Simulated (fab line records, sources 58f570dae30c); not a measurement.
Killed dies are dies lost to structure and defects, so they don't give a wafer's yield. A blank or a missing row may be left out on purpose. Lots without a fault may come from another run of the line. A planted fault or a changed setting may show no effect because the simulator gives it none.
fab line records | flow berkeley_cmos170
record lots=5 wafers=23
route steps=331 shown PSD@179 BACKSIDE@200 CONTACT@217 M1@238 M3@310
start_h: hours from the record's first day to the start of the lot's first wafer shown | wait_h: hours since the lot's step before | " the same as in the row above | L1.1+2: a row that stands for several wafers | - no value, or no start given | * or withheld: withheld | < > ~ a bound
route shown NAME@n: a module of which the file shows steps, and the number in the route of the first | usual: mean/standard deviation of fault-free wafers | same: alike in all rows | chamber/n: place in a boat | sites: the reading at each site | _std_site: their standard deviation | _edge_site: outer sites' mean less inner sites' | radius_mm: how far each site lies from the wafer's centre | mask NAME#n: copy n | behind: the tool/chamber that last shaped the wafer | hold: why the lot was held/for how many hours/how that ended | device: the transistor (n, p or np) that didn't switch | end of line: the same wafers' tests at the end of the route | a step without rows: its recipe alone | killed: dies lost to structure and defects at the first sort, not the wafer's yield | map: a wafer's dies, x killed, . not, _ none there
set.NAME: the setting as run; set.NAME@STEP: as run at that earlier step | model.NAME: the simulator's own value behind a step, which no gauge read
lots whose settings were changed on purpose; a table a step, a row a wafer
## steps
# step UCB170_PSD_PEB_04
# recipe peb_temp_c=130 peb_time_s=withheld resist=KrF
# columns lot.wafer tool chamber start_h wait_h set.peb_temp_c
L075.1+5+6 litho_track-04 0 139.23 0.1 130
L075.2+4 " 0 " " 131.9
L076.1+4+6 litho_track-04 0 144.72 0.1 131.9
L076.2+3 " 0 " " 130
L082.1+3 litho_track-01 0 166.41 0.2 129
L082.4+5+6 " 0 " " 130
L085.1+2+4 litho_track-04 0 171.03 0.4 130
L080.1+2+3+4+6 litho_track-01 0 171.66 0.3 130
# step UCB170_PSD_DEVELOP_05
# recipe developer=TMAH develop_time_s=45 resist=KrF dev_temp_c=21
# step UCB170_PSD_CD_MEAS_06
# recipe target_cd_nm=1200
# usual cd_nm=1200.1/1.5
# columns lot.wafer tool chamber start_h wait_h set.peb_temp_c@PSD_PEB_04 cd_nm
L075.1 cd_sem-01 - 139.50 - 130 1202.3
L075.2 " - " " 131.9 1213.4
L075.4 " - " " 131.9 1213.8
L075.5 " - " " 130 1201.6
L075.6 " - " " 130 1201.1
L076.1 cd_sem-02 - 144.99 - 131.9 1212.6
L076.2 " - " " 130 1201.4
L076.3 " - " " 130 1200.5
L076.4 " - " " 131.9 1213.9
L076.6 " - " " 131.9 1213.2
L082.1 cd_sem-02 - 166.69 - 129 1192.4
L082.3 " - " " 129 1191.4
L082.4 " - " " 130 1200.5
L082.5 " - " " 130 1199.5
L082.6 " - " " 130 1200.6
L085.1 cd_sem-01 - 171.31 - 130 1198.3
L085.2 " - " " 130 1198.4
L085.4 " - " " 130 1198.8
L080.1 cd_sem-02 - 171.94 - 130 1199.9
L080.2 " - " " 130 1200.1
L080.3 " - " " 130 1199.8
L080.4 " - " " 130 1200.4
L080.6 " - " " 130 1200.6
# step UCB170_BACKSIDE_COAT_01
# recipe resist=KrF spin_rpm=1500 resist_thk_nm=900
# columns lot.wafer tool chamber start_h wait_h set.spin_rpm model.KrF_of_BACKSIDE_COAT_01.thk_nm
L075.1 litho_track-02 0 143.70 0.1 1608 870.2
L075.2 " 0 " " 1500 903.1
L075.4 " 0 " " 1608 870.7
L075.5 " 0 " " 1500 901.9
L075.6 " 0 " " 1500 897.1
L076.1 litho_track-01 0 147.57 0.1 1500 903.7
L076.2 " 0 " " 1500 904
L076.3 " 0 " " 1500 904.4
L076.4 " 0 " " 1500 903.5
L076.6 " 0 " " 1500 902.8
L082.1 litho_track-02 0 170.68 0.1 1500 895.9
L082.3+5 " 0 " " 1500 895.3
L082.4 " 0 " " 1500 894.4
L082.6 " 0 " " 1500 896.1
L085.1 litho_track-02 0 176.77 0.1 1500 897.1
L085.2 " 0 " " 1500 898
L085.4 " 0 " " 1500 896.8
L080.1 litho_track-01 0 177.25 0.1 1427 918
L080.2 " 0 " " 1427 923
L080.3 " 0 " " 1500 899.5
L080.4 " 0 " " 1500 899.8
L080.6 " 0 " " 1500 899.9
# step UCB170_BACKSIDE_SOFTBAKE_02
# recipe resist=KrF temp_c=130 time_s=60
# step UCB170_BACKSIDE_STRIP_03
# recipe chemistry=O2 power_w=400 pressure_mtorr=3500 platen_temp_c=withheld o2_flow_sccm=400 overash_fraction=0.5
# usual strip_time_to_endpoint_s=21.97/0.066
# columns lot.wafer tool chamber start_h wait_h set.spin_rpm@BACKSIDE_COAT_01 strip_time_to_endpoint_s
L075.1 plasma_asher-02 1 144.00 0.1 1608 21.26
L075.2 " 0 " " 1500 22.04
L075.4 " 1 " " 1608 21.26
L075.5 " 0 " " 1500 22.00
L075.6 " 1 " " 1500 21.89
L076.1 plasma_asher-03 1 147.87 0.1 1500 22.05
L076.2 " 0 " " 1500 22.05
L076.3 " 1 " " 1500 22.08
L076.4 " 0 " " 1500 22.05
L076.6 " 0 " " 1500 22.04
L082.1 plasma_asher-03 0 170.98 0.1 1500 21.87
L082.3 " 0 " " 1500 21.86
L082.4 " 1 " " 1500 21.83
L082.5 " 1 " " 1500 21.84
L082.6 " 0 " " 1500 21.88
L085.1 plasma_asher-01 0 177.07 0.1 1500 21.89
L085.2 " 1 " " 1500 21.90
L085.4 " 1 " " 1500 21.88
L080.1 plasma_asher-03 0 177.55 0.1 1427 22.40
L080.2 " 1 " " 1427 22.53
L080.3 " 0 " " 1500 21.96
L080.4 " 1 " " 1500 21.96
L080.6 " 1 " " 1500 21.95
# step UCB170_CONTACT_CVD_01
# recipe material=PSG target_thk_nm=700 temp_c=450 precursor=SiH4/O2/PH3 time_s=2820 pressure_mtorr=300 sih4_flow_sccm=60 o2_flow_sccm=90 ph3_flow_sccm=25
# columns lot.wafer tool chamber start_h wait_h set.pressure_mtorr model.PSG_of_CONTACT_CVD_01.thk_nm
L075.1 - - - 1.5 273.3 654.7
L075.2 " - " " 273.3 652.9
L075.4+5 " - " " 273.3 -
L075.6 " - " " 273.3 655.9
L076.1+2+4 - - - 1.2 267.6 -
L076.3 " - " " 267.6 663.6
L076.6 " - " " 267.6 668.3
L082.1 - - - 1.4 284 678.2
L082.3 " - " " 284 678
L082.4 " - " " 284 671.3
L082.5 " - " " 284 681.9
L082.6 " - " " 284 677.5
L085.1 lpcvd-02 0 178.60 0.0 300 693.8
L085.2 " 0 " " 300 696.7
L085.4 " 0 " " 300 697.2
L080.1 - - - 0.3 340.9 753.7
L080.2 " - " " 340.9 752.4
L080.3 " - " " 340.9 750.5
L080.4 " - " " 340.9 749.9
L080.6 " - " " 340.9 755.9
# step UCB170_CONTACT_THK_MEAS_02
# recipe reads=PSG_of_CONTACT_CVD_01
# usual CONTACT_PSG_THK=701/6.7
# columns lot.wafer tool chamber start_h wait_h set.pressure_mtorr@CONTACT_CVD_01 CONTACT_PSG_THK[nm]
L075.1 film_metro-01 - - - 273.3 655
L075.2 " - " " 273.3 653
L075.4 " - " " 273.3 657
L075.5 " - " " 273.3 656
L075.6 " - " " 273.3 656
L076.1 film_metro-03 - - - 267.6 666
L076.2 " - " " 267.6 663
L076.3 " - " " 267.6 664
L076.4 " - " " 267.6 659
L076.6 " - " " 267.6 668
L082.1 film_metro-01 - - - 284 679
L082.3 " - " " 284 678
L082.4 " - " " 284 671
L082.5 " - " " 284 682
L082.6 " - " " 284 678
L085.1 film_metro-02 - 180.39 0.0 300 694
L085.2 " - " " 300 697
L085.4 " - " " 300 697
L080.1 film_metro-01 - - - 340.9 753
L080.2 " - " " 340.9 752
L080.3 " - " " 340.9 750
L080.4 " - " " 340.9 750
L080.6 " - " " 340.9 756
# step UCB170_CONTACT_SOFTBAKE_11
# recipe resist=KrF temp_c=130 time_s=60
# columns lot.wafer tool chamber start_h wait_h set.time_s
L075.1+2 litho_track-03 0 - - 64.13
L075.4+5+6 " 0 " " 60
L076.1+2+3+4+6 litho_track-03 0 - - 60
L082.1+3+4+5+6 litho_track-04 0 - - 60
L085.1+2+4 litho_track-03 0 - - 60
L080.1+3 litho_track-02 0 - - 57.06
L080.2+4+6 " 0 " " 60
# step UCB170_CONTACT_EXPOSE_12
# recipe mask_id=CONT target_cd_nm=700 na=0.5 sigma_outer=0.6 source_shape=conventional dose_mj=35
# step UCB170_CONTACT_PEB_13
# recipe peb_temp_c=130 peb_time_s=withheld resist=KrF
# step UCB170_CONTACT_ETCH_17
# recipe chemistry=N2/H2 target_depth_a=withheld overetch_a=withheld target=BARC time_s=withheld source_w=500 bias_w=100 pressure_mtorr=30 n2_flow_sccm=100 h2_flow_sccm=200
# step UCB170_CONTACT_ETCH_18
# recipe chemistry=CHF3/CF4/Ar target=PSG stop_on=TiSi2 CHF3_flow_sccm=45 cf4_flow_sccm=15 Ar_flow_sccm=150 pressure_mtorr=200 rf_w=700 target_depth_a=8400 over_etch_frac=0.2 time_s=195
# columns lot.wafer tool chamber start_h wait_h set.pressure_mtorr@CONTACT_CVD_01 model.CONTACT.feature_depth_nm model.etch.depth_nm
L075.1 rie_diel-01 3 - - 273.3 654.7 654.7
L075.2 " 2 " " 273.3 652.9 652.9
L075.4 " 0 " " 273.3 657.1 -
L075.5 " 0 " " 273.3 656.4 -
L075.6 " 1 " " 273.3 655.9 655.9
L076.1 rie_diel-03 0 - - 267.6 665.7 -
L076.2 " 2 " " 267.6 662.9 -
L076.3 " 3 " " 267.6 663.6 663.6
L076.4 " 1 " " 267.6 659.8 -
L076.6 " 1 " " 267.6 668.3 668.3
L082.1 rie_diel-04 1 - - 284 678.2 678.2
L082.3 " 3 " " 284 678 678
L082.4 " 2 " " 284 671.3 671.3
L082.5 " 0 " " 284 681.9 681.9
L082.6 " 3 " " 284 677.5 677.5
L085.1 rie_diel-03 3 - - 300 693.8 693.8
L085.2 " 1 " " 300 696.7 696.7
L085.4 " 2 " " 300 697.2 697.2
L080.1 rie_diel-03 0 - - 340.9 753.7 753.7
L080.2 " 3 " " 340.9 752.4 752.4
L080.3 " 1 " " 340.9 750.5 750.5
L080.4 " 2 " " 340.9 749.9 749.9
L080.6 " 1 " " 340.9 755.9 755.9
# step UCB170_M1_SPUTTER_00
# recipe material=Al target_thk_nm=600 time_s=80 power_w=6000 chamber_pressure_pa=0.5
# columns lot.wafer tool chamber start_h wait_h set.power_w model.Al_of_M1_SPUTTER_00.thk_nm
L075.1 pvd_sputter-04 - 152.75 0.0 6000 600.8
L075.2 " - " " 6000 607
L075.4 " - " " 6332 644.4
L075.5 " - " " 6332 624.5
L075.6 " - " " 6000 603.7
L076.1 pvd_sputter-02 - 155.34 0.0 6394 621.7
L076.2 " - " " 6394 638.8
L076.3 " - " " 6000 598.5
L076.4 " - " " 6394 634.4
L076.6 " - " " 6000 583.9
L082.1 pvd_sputter-02 - 179.36 0.0 6000 589.9
L082.3 " - " " 6000 602.6
L082.4 " - " " 6000 598.2
L082.5 " - " " 6000 585.7
L082.6 " - " " 6000 596.5
L085.1 pvd_sputter-03 - 183.70 0.0 6000 604.6
L085.2 " - " " 6000 607.5
L085.4 " - " " 6000 613.9
L080.1 pvd_sputter-02 - 184.25 0.0 6000 591.3
L080.2 " - " " 6000 602.5
L080.3 " - " " 6000 611
L080.4 " - " " 6000 605.4
L080.6 " - " " 6000 602
# step UCB170_M1_RS_MEAS_01
# recipe thk_meas_gauge=four-point-probe reads=Al_of_M1_SPUTTER_00
# usual M1_AL_RS=0.0484/0.00072
# columns lot.wafer tool chamber start_h wait_h set.power_w@M1_SPUTTER_00 M1_AL_RS[ohm/sq]
L075.1 film_metro-04 - 152.81 0.0 6000 0.0486
L075.2 " - " " 6000 0.0480
L075.4 " - " " 6332 0.0452
L075.5 " - " " 6332 0.0466
L075.6 " - " " 6000 0.0483
L076.1 film_metro-01 - 155.40 0.0 6394 0.0467
L076.2 " - " " 6394 0.0455
L076.3 " - " " 6000 0.0486
L076.4 " - " " 6394 0.0459
L076.6 " - " " 6000 0.0498
L082.1 film_metro-01 - 179.42 0.0 6000 0.0492
L082.3 " - " " 6000 0.0481
L082.4 " - " " 6000 0.0486
L082.5 " - " " 6000 0.0496
L082.6 " - " " 6000 0.0487
L085.1 film_metro-02 - 183.76 0.0 6000 0.0482
L085.2 " - " " 6000 0.0479
L085.4 " - " " 6000 0.0474
L080.1 film_metro-01 - 184.31 0.0 6000 0.0492
L080.2 " - " " 6000 0.0482
L080.3 " - " " 6000 0.0476
L080.4 " - " " 6000 0.0481
L080.6 " - " " 6000 0.0483
# step UCB170_M1_THK_MEAS_02
# recipe thk_meas_gauge=xrf reads=Al_of_M1_SPUTTER_00
# usual M1_AL_THK=607/9
# columns lot.wafer tool chamber start_h wait_h set.power_w@M1_SPUTTER_00 M1_AL_THK[nm]
L075.1 film_metro-04 - 152.93 0.1 6000 606
L075.2 " - " " 6000 614
L075.4 " - " " 6332 651
L075.5 " - " " 6332 629
L075.6 " - " " 6000 610
L076.1 film_metro-01 - 155.52 0.1 6394 629
L076.2 " - " " 6394 643
L076.3 " - " " 6000 601
L076.4 " - " " 6394 640
L076.6 " - " " 6000 592
L082.1 film_metro-01 - 179.54 0.1 6000 595
L082.3 " - " " 6000 605
L082.4 " - " " 6000 604
L082.5 " - " " 6000 591
L082.6 " - " " 6000 602
L085.1 film_metro-02 - 183.88 0.1 6000 614
L085.2 " - " " 6000 616
L085.4 " - " " 6000 622
L080.1 film_metro-01 - 184.43 0.1 6000 597
L080.2 " - " " 6000 610
L080.3 " - " " 6000 614
L080.4 " - " " 6000 610
L080.6 " - " " 6000 603
# step UCB170_M1_COAT_04
# recipe resist=KrF spin_rpm=1500 resist_thk_nm=900
# columns lot.wafer tool chamber start_h wait_h set.resist_thk_nm model.KrF_of_M1_COAT_04.thk_nm
L075.1 litho_track-04 0 - - 948.4 951.4
L075.2 " 0 " " 900 903.2
L075.4 " 0 " " 900 -
L075.5 " 0 " " 948.4 -
L075.6 " 0 " " 948.4 953.3
L076.1 litho_track-03 0 - - 900 -
L076.2+4 " 0 " " 914.6 -
L076.3 " 0 " " 900 897.3
L076.6 " 0 " " 914.6 911.7
L082.1 litho_track-04 0 - - 881.5 883.3
L082.3 " 0 " " 900 902.2
L082.4 " 0 " " 881.5 883.6
L082.5 " 0 " " 900 900.8
L082.6 " 0 " " 881.5 885.7
L085.1 litho_track-01 0 - - 900 901.2
L085.2 " 0 " " 900 895.3
L085.4 " 0 " " 900 901.4
L080.1 litho_track-01 0 - - 886.1 884
L080.2+6 " 0 " " 900 897.8
L080.3 " 0 " " 900 899.2
L080.4 " 0 " " 886.1 885.8
# step UCB170_M1_METAL_ETCH_12
# recipe chemistry=Cl2/BCl3 target=Al stop_on=PSG pressure_mtorr=12 target_depth_a=7800 over_etch_frac=0.3 time_s=130 icp_w=600 bias_w=120 Cl2_flow_sccm=90 bcl3_flow_sccm=45
# usual oes_product_au=0.858/0.01
# columns lot.wafer tool chamber start_h wait_h set.time_s set.pressure_mtorr@CONTACT_CVD_01 oes_product_au model.PSG_of_CONTACT_CVD_01.thk_nm
L075.1 rie_metal-02 0 154.34 - 130 273.3 0.855 618
L075.2 " 1 " " 130 273.3 0.862 614.7
L075.4 " 0 " " 130 273.3 0.884 -
L075.5 " 0 " " 130 273.3 0.878 -
L075.6 " 1 " " 130 273.3 0.874 618
L076.1 rie_metal-04 1 156.62 - 130 267.6 0.882 -
L076.2 " 0 " " 117.8 267.6 0.936 -
L076.3 " 0 " " 117.8 267.6 0.899 630
L076.4 " 1 " " 117.8 267.6 0.938 -
L076.6 " 1 " " 130 267.6 0.844 631.3
L082.1 rie_metal-03 0 181.22 - 130 284 0.840 642
L082.3 " 0 " " 112.8 284 0.926 646.4
L082.4 " 1 " " 112.8 284 0.925 637.7
L082.5 " 0 " " 130 284 0.842 645.4
L082.6 " 1 " " 112.8 284 0.923 643.6
L085.1 rie_metal-04 0 185.49 - 130 300 0.856 655.3
L085.2 " 1 " " 130 300 0.870 659.3
L085.4 " 0 " " 130 300 0.858 659
L080.1 rie_metal-02 1 186.67 - 130 340.9 0.862 715.5
L080.2 " 0 " " 130 340.9 0.862 715.8
L080.3 " 1 " " 130 340.9 0.875 712.6
L080.4 " 0 " " 143.7 340.9 0.848 708.4
L080.6 " 0 " " 143.7 340.9 0.839 714.3
# step UCB170_M3_SPUTTER_01
# recipe material=Al target_thk_nm=900 time_s=120 power_w=6000 chamber_pressure_pa=0.5
# columns lot.wafer tool chamber start_h wait_h set.time_s model.Al_of_M3_SPUTTER_01.thk_nm
L075.1 pvd_sputter-04 - 165.64 0.0 120 890.9
L075.2 " - " " 120 923.2
L075.4 " - " " 106 806.5
L075.5 " - " " 106 812.2
L075.6 " - " " 120 909.3
L076.1 pvd_sputter-01 - 170.64 0.0 120 899.9
L076.2 " - " " 104.2 768.6
L076.3 " - " " 120 893.5
L076.4 " - " " 104.2 786.6
L076.6 " - " " 120 907.8
L082.1 pvd_sputter-04 - 192.07 0.0 120 910.5
L082.3 " - " " 120 903.5
L082.4 " - " " 120 897
L082.5 " - " " 120 885.8
L082.6 " - " " 120 919.3
L085.1 pvd_sputter-04 - 199.00 0.0 120 902.9
L085.2 " - " " 120 876.4
L085.4 " - " " 120 905.3
L080.1 pvd_sputter-02 - 201.14 0.0 120 905.5
L080.2 " - " " 120 902.6
L080.3 " - " " 120 909.9
L080.4 " - " " 120 906.9
L080.6 " - " " 120 914.4
# step UCB170_M3_RS_MEAS_02
# recipe thk_meas_gauge=four-point-probe reads=Al_of_M3_SPUTTER_01
# usual M3_AL_RS=0.0321/0.00039
# columns lot.wafer tool chamber start_h wait_h set.time_s@M3_SPUTTER_01 M3_AL_RS[ohm/sq]
L075.1 film_metro-01 - 165.72 0.0 120 0.0325
L075.2 " - " " 120 0.0313
L075.4 " - " " 106 0.0359
L075.5 " - " " 106 0.0357
L075.6 " - " " 120 0.0317
L076.1 film_metro-01 - 170.76 0.1 120 0.0322
L076.2 " - " " 104.2 0.0377
L076.3 " - " " 120 0.0324
L076.4 " - " " 104.2 0.0368
L076.6 " - " " 120 0.0319
L082.1 film_metro-01 - 192.15 0.0 120 0.0318
L082.3 " - " " 120 0.0319
L082.4 " - " " 120 0.0323
L082.5 " - " " 120 0.0326
L082.6 " - " " 120 0.0314
L085.1 film_metro-01 - 199.09 0.0 120 0.0320
L085.2 " - " " 120 0.0330
L085.4 " - " " 120 0.0319
L080.1 film_metro-04 - 201.22 0.0 120 0.0320
L080.2 " - " " 120 0.0320
L080.3 " - " " 120 0.0318
L080.4 " - " " 120 0.0319
L080.6 " - " " 120 0.0316
# step UCB170_M3_THK_MEAS_03
# recipe thk_meas_gauge=xrf reads=Al_of_M3_SPUTTER_01
# usual M3_AL_THK=909/11
# columns lot.wafer tool chamber start_h wait_h set.time_s@M3_SPUTTER_01 M3_AL_THK[nm]
L075.1 film_metro-01 - 165.84 0.1 120 904
L075.2 " - " " 120 934
L075.4 " - " " 106 818
L075.5 " - " " 106 822
L075.6 " - " " 120 916
L076.1 film_metro-01 - 170.88 0.1 120 905
L076.2 " - " " 104.2 772
L076.3 " - " " 120 905
L076.4 " - " " 104.2 796
L076.6 " - " " 120 914
L082.1 film_metro-01 - 192.27 0.1 120 923
L082.3 " - " " 120 915
L082.4 " - " " 120 909
L082.5 " - " " 120 904
L082.6 " - " " 120 935
L085.1 film_metro-01 - 199.21 0.1 120 914
L085.2 " - " " 120 893
L085.4 " - " " 120 919
L080.1 film_metro-04 - 201.34 0.1 120 903
L080.2 " - " " 120 905
L080.3 " - " " 120 912
L080.4 " - " " 120 908
L080.6 " - " " 120 917
## key
split step=UCB170_PSD_PEB_04 setting=peb_temp_c stated=130 by=wafer
response step=UCB170_PSD_CD_MEAS_06 reading=cd_nm change=+8.6 per=1% r=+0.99
split step=UCB170_BACKSIDE_COAT_01 setting=spin_rpm stated=1500 by=wafer
response step=UCB170_BACKSIDE_COAT_01 reading=model.KrF_of_BACKSIDE_COAT_01.thk_nm change=-4.22 per=1% r=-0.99
response step=UCB170_BACKSIDE_STRIP_03 reading=strip_time_to_endpoint_s change=* per=1% r=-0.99
split step=UCB170_CONTACT_CVD_01 setting=pressure_mtorr stated=300 by=lot
response step=UCB170_CONTACT_CVD_01 reading=model.PSG_of_CONTACT_CVD_01.thk_nm change=+3.96 per=1% r=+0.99
response step=UCB170_CONTACT_THK_MEAS_02 reading=CONTACT_PSG_THK change=+3.89 per=1% r=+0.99
response step=UCB170_CONTACT_ETCH_18 reading=model.CONTACT.feature_depth_nm change=+3.9 per=1% r=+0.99
response step=UCB170_CONTACT_ETCH_18 reading=model.etch.depth_nm change=+3.96 per=1% r=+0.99
response step=UCB170_M1_METAL_ETCH_12 reading=model.PSG_of_CONTACT_CVD_01.thk_nm change=+3.81 per=1% r=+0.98
split step=UCB170_CONTACT_SOFTBAKE_11 setting=time_s stated=60 by=wafer
response none clear
split step=UCB170_M1_SPUTTER_00 setting=power_w stated=6000 by=wafer
response step=UCB170_M1_SPUTTER_00 reading=model.Al_of_M1_SPUTTER_00.thk_nm change=+5.9 per=1% r=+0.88
response step=UCB170_M1_RS_MEAS_01 reading=M1_AL_RS change=-0.000465 per=1% r=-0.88
response step=UCB170_M1_THK_MEAS_02 reading=M1_AL_THK change=+5.89 per=1% r=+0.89
split step=UCB170_M1_COAT_04 setting=resist_thk_nm stated=900 by=wafer
response step=UCB170_M1_COAT_04 reading=model.KrF_of_M1_COAT_04.thk_nm change=+8.94 per=1% r=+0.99
split step=UCB170_M1_METAL_ETCH_12 setting=time_s stated=130 by=wafer
response step=UCB170_M1_METAL_ETCH_12 reading=oes_product_au change=-0.00517 per=1% r=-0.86
split step=UCB170_M3_SPUTTER_01 setting=time_s stated=120 by=wafer
response step=UCB170_M3_SPUTTER_01 reading=model.Al_of_M3_SPUTTER_01.thk_nm change=+8.94 per=1% r=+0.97
response step=UCB170_M3_RS_MEAS_02 reading=M3_AL_RS change=-0.000365 per=1% r=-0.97
response step=UCB170_M3_THK_MEAS_03 reading=M3_AL_THK change=+8.93 per=1% r=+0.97
